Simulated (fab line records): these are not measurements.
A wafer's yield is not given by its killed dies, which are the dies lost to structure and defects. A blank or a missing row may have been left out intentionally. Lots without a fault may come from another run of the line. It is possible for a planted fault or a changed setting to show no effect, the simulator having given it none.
Which tool did it? / flow berkeley-cmos170 / 42 wafers from 14 lots sampled at 2 of the route's 331 steps

WHAT EACH GAUGE READ, for each wafer
UCB170_PVT_TW_MEAS_09. Usual: for PVT_TW the level is 510 and the standard deviation is 3.1.
lot=L107; measured=day 5 23:15; on=film-metro-02; PVT_TW=509 510 510; flag=
lot=L110; measured=day 6 19:28; on=film-metro-03; PVT_TW=511 511 510; flag=
lot=L111; measured=day 6 19:42; on=film-metro-03; PVT_TW=509 508 513; flag=
lot=L114; measured=day 7 00:50; on=film-metro-03; PVT_TW=507 512 509; flag=
lot=L113; measured=day 7 00:51; on=film-metro-02; PVT_TW=508 507 509; flag=
lot=L112; measured=day 7 01:22; on=film-metro-02; PVT_TW=508 508 507; flag=
lot=L116; measured=day 7 18:46; on=film-metro-03; PVT_TW=509 508 509; flag=
lot=L115; measured=day 7 19:00; on=film-metro-03; PVT_TW=509 510 510; flag=
lot=L122; measured=day 8 13:05; on=film-metro-03; PVT_TW=520 519 516; flag=
lot=L120; measured=day 8 13:22; on=film-metro-02; PVT_TW=461 464 462; flag=OFF
lot=L123; measured=day 8 23:16; on=film-metro-01; PVT_TW=462 462 462; flag=OFF
lot=L126; measured=day 9 15:57; on=film-metro-03; PVT_TW=511 511 511; flag=
lot=L127; measured=day 9 16:11; on=film-metro-01; PVT_TW=510 509 511; flag=
lot=L129; measured=day 10 01:40; on=film-metro-03; PVT_TW=512 510 510; flag=

TOOL THAT RAN EACH LOT (tool first, then ch and the chambers of the sampled wafers, then the start)
lot=L107; UCB170_PVT_IMPLANT_07=implanter-02 ch 0, day 5 23:02
lot=L110; UCB170_PVT_IMPLANT_07=implanter-02 ch 0, day 6 19:14
lot=L111; UCB170_PVT_IMPLANT_07=implanter-01 ch 0, day 6 19:28
lot=L114; UCB170_PVT_IMPLANT_07=implanter-03 ch 0, day 7 00:37
lot=L113; UCB170_PVT_IMPLANT_07=implanter-02 ch 0, day 7 00:37
lot=L112; UCB170_PVT_IMPLANT_07=implanter-01 ch 0, day 7 01:07
lot=L116; UCB170_PVT_IMPLANT_07=implanter-03 ch 0, day 7 18:32
lot=L115; UCB170_PVT_IMPLANT_07=implanter-01 ch 0, day 7 18:45
lot=L122; UCB170_PVT_IMPLANT_07=implanter-02 ch 0, day 8 12:50
lot=L120; UCB170_PVT_IMPLANT_07=implanter-03 ch 0, day 8 13:07
lot=L123; UCB170_PVT_IMPLANT_07=implanter-03 ch 0, day 8 23:03
lot=L126; UCB170_PVT_IMPLANT_07=implanter-02 ch 0, day 9 15:43
lot=L127; UCB170_PVT_IMPLANT_07=implanter-01 ch 0, day 9 15:58
lot=L129; UCB170_PVT_IMPLANT_07=implanter-02 ch 0, day 10 01:25
- UCB170_PVT_IMPLANT_07

WHAT THE TOOLS THEMSELVES READ (means of the sampled wafers that have a number; where no wafer has one, the mark that the record gives instead)
UCB170_PVT_IMPLANT_07. Usual: beam-energy-keV at 30.001, with a standard deviation of 0.0091.
lot=L107 tool=implanter-02 beam-energy-keV=30.000 flag=
lot=L110 tool=implanter-02 beam-energy-keV=29.983 flag=
lot=L111 tool=implanter-01 beam-energy-keV=30.001 flag=
lot=L114 tool=implanter-03 beam-energy-keV=29.998 flag=
lot=L113 tool=implanter-02 beam-energy-keV=29.995 flag=
lot=L112 tool=implanter-01 beam-energy-keV=30.006 flag=
lot=L116 tool=implanter-03 beam-energy-keV=29.995 flag=
lot=L115 tool=implanter-01 beam-energy-keV=29.995 flag=
lot=L122 tool=implanter-02 beam-energy-keV=30.003 flag=
lot=L120 tool=implanter-03 beam-energy-keV=21.000 flag=OFF
lot=L123 tool=implanter-03 beam-energy-keV=21.004 flag=OFF
lot=L126 tool=implanter-02 beam-energy-keV=30.009 flag=
lot=L127 tool=implanter-01 beam-energy-keV=30.002 flag=
lot=L129 tool=implanter-02 beam-energy-keV=30.008 flag=

THE ANSWER, worked out from the rows above alone
Rule: take the mean of a lot's wafers that have a number; if it is more than 3 standard deviations from the usual mean, the lot is off. A lot without any number at a reading at which 4 lots or more have one is off too. Where the step has rows for the other lots, those lots are counted as sound. The gauges are gone through in route order, then the tools' own readings, and for those a lot's mean is taken as printed above. At the first step where some lot is off, the reading lying furthest off is the one used; lots without a number count as furthest.
Off: at UCB170_PVT_TW_MEAS_09 (PVT_TW), L120, L123.
A tool fits if, at a process step before that reading, it ran every lot that is off, and no sound lot after the first of them. Not tried: the gauges at UCB170_PVT_TW_MEAS_09; whatever is off there is also off at UCB170_PVT_IMPLANT_07, on other tools, and gauge error can't account for it. One candidate fits, namely implanter-03 at UCB170_PVT_IMPLANT_07. A fault onset in the window from L116 (day 7 18:32, its last sound lot) to L120 (day 8 13:07, its first lot off) fits.
The tool's own readings at UCB170_PVT_IMPLANT_07 bear it out: on the lots that are off they differ by more than 5 times the standard deviation of the sound lots' means. beam-energy-keV reads 21.002 there against 30.000 on the sound lots.

WHAT THE SIMULATOR HAD PUT IN
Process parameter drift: implanter-03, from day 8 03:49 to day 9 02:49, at UCB170_PVT_IMPLANT_07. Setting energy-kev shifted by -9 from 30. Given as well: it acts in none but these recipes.
Lots struck among those shown: L120, L123. The same result came from the rule above.
